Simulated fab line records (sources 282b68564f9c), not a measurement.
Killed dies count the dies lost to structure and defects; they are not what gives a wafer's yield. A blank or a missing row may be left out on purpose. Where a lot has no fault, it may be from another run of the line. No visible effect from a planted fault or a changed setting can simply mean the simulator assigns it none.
What tool caused it? -- flow rit-cmos -- 33 wafers from 11 lots sampled at 3 of the route's 202 steps

== WHAT EACH GAUGE READ, for each wafer ==
RIT_ACTIVE_THK_MEAS_04. Usual: for ACTIVE_NITRIDE_THK the level is 150.3 nm and the standard deviation is 1.1.
lot,measured,on,ACTIVE_NITRIDE_THK (nm),flag
L607,day 1 15:41,film-metro-02,150.5 151.1 150.4,
L608,day 1 20:10,film-metro-01,151.4 150.7 150.4,
L609,day 2 00:28,film-metro-01,149.9 150.2 148.8,
L610,day 2 05:34,film-metro-01,150.0 149.9 149.9,
L611,day 2 11:40,film-metro-02,150.2 149.7 151.2,
L612,day 2 14:32,film-metro-02,150.6 150.7 150.8,
L613,day 2 21:27,film-metro-02,150.6 151.6 152.4,
L614,day 3 01:20,film-metro-04,151.0 153.2 151.3,
L615,day 3 08:13,film-metro-01,149.6 147.9 150.4,
L616,day 3 13:47,film-metro-01,149.7 149.7 148.6,
L618,day 4 00:07,film-metro-02,149.0 149.9 150.2,

RIT_M1_CD_MEAS_09: target cd 2600 nm. Usual: 2600.2 nm for cd-nm, sd 2.6.
lot,measured,on,cd-nm (nm),flag
L607,day 3 11:53,cd-sem-02,2601.5 2605.1 2602.9,
L608,day 3 20:53,cd-sem-01,2600.1 2599.4 2599.6,
L609,day 4 01:14,cd-sem-01,2598.1 2597.3 2598.2,
L610,day 4 05:12,cd-sem-02,2604.2 2604.1 2604.7,
L611,day 4 15:43,cd-sem-01,2599.2 2597.9 2599.3,
L612,day 4 21:11,cd-sem-01,2600.5 2598.8 2600.9,
L613,day 5 06:58,cd-sem-02,2598.9 2597.8 2598.3,
L614,day 5 16:01,cd-sem-02,2599.6 2600.9 2600.6,
L615,day 5 20:08,cd-sem-01,2602.3 2600.6 2601.1,
L616,day 6 04:41,cd-sem-02,2599.8 2599.6 2601.1,
L618,day 6 19:50,cd-sem-02,2604.4 2605.8 2605.9,

== WHICH TOOL RAN EACH LOT (tool, then ch and the chambers of the sampled wafers, then the start) ==
lot,RIT_NSD_STRIP_09
L607,"plasma-asher-01 ch 0,1, day 3 04:55"
L608,"plasma-asher-04 ch 0,1, day 3 14:04"
L609,"plasma-asher-01 ch 0,1, day 3 18:24"
L610,"plasma-asher-02 ch 0,1, day 3 22:31"
L611,"plasma-asher-01 ch 0,1, day 4 08:53"
L612,"plasma-asher-04 ch 0, day 4 14:15"
L613,"plasma-asher-01 ch 0,1, day 4 23:41"
L614,"plasma-asher-04 ch 0,1, day 5 09:06"
L615,"plasma-asher-02 ch 0,1, day 5 12:50"
L616,"plasma-asher-01 ch 0,1, day 5 21:47"
L618,"plasma-asher-01 ch 0,1, day 6 11:13"
- RIT_NSD_STRIP_09: strips in O2, time 180 s.

== WHAT THE TOOLS THEMSELVES READ (means of the sampled wafers that have a number; where no wafer has one, the mark that the record gives instead) ==
RIT_NSD_STRIP_09. Usual: drypump-motor-current-A 5.6 A, standard deviation 0.55; rf-refl-power-W 7.2 W, standard deviation 1.5.
lot,tool,drypump-motor-current-A (A),rf-refl-power-W (W),flag
L607,plasma-asher-01,5.4,6.8,
L608,plasma-asher-04,6.7,9.4,
L609,plasma-asher-01,5.4,6.9,
L610,plasma-asher-02,5.3,5.9,
L611,plasma-asher-01,5.4,6.8,
L612,plasma-asher-04,6.7,9.5,
L613,plasma-asher-01,5.4,6.8,
L614,plasma-asher-04,6.7,9.3,
L615,plasma-asher-02,5.3,5.9,
L616,plasma-asher-01,5.4,6.8,
L618,plasma-asher-01,5.3,6.7,

== THE ANSWER, worked out from the rows above alone ==
Rule: take the mean of a lot's wafers that have a number; if it is more than 3 standard deviations from the usual mean, the lot is off. Also off: a lot with no number at a reading for which 4 or more lots have one. All remaining lots with rows at the step are treated as sound. Order of review: gauges by route order, followed by the tools' own readings, for which a lot's mean as printed above is used. The first step at which some lot is off is used, and at that step the reading that is off furthest; a lot without a number counts as furthest.
No lot is off at any reading shown: from this, nothing can be told.

== WHAT THE SIMULATOR HAD INSERTED ==
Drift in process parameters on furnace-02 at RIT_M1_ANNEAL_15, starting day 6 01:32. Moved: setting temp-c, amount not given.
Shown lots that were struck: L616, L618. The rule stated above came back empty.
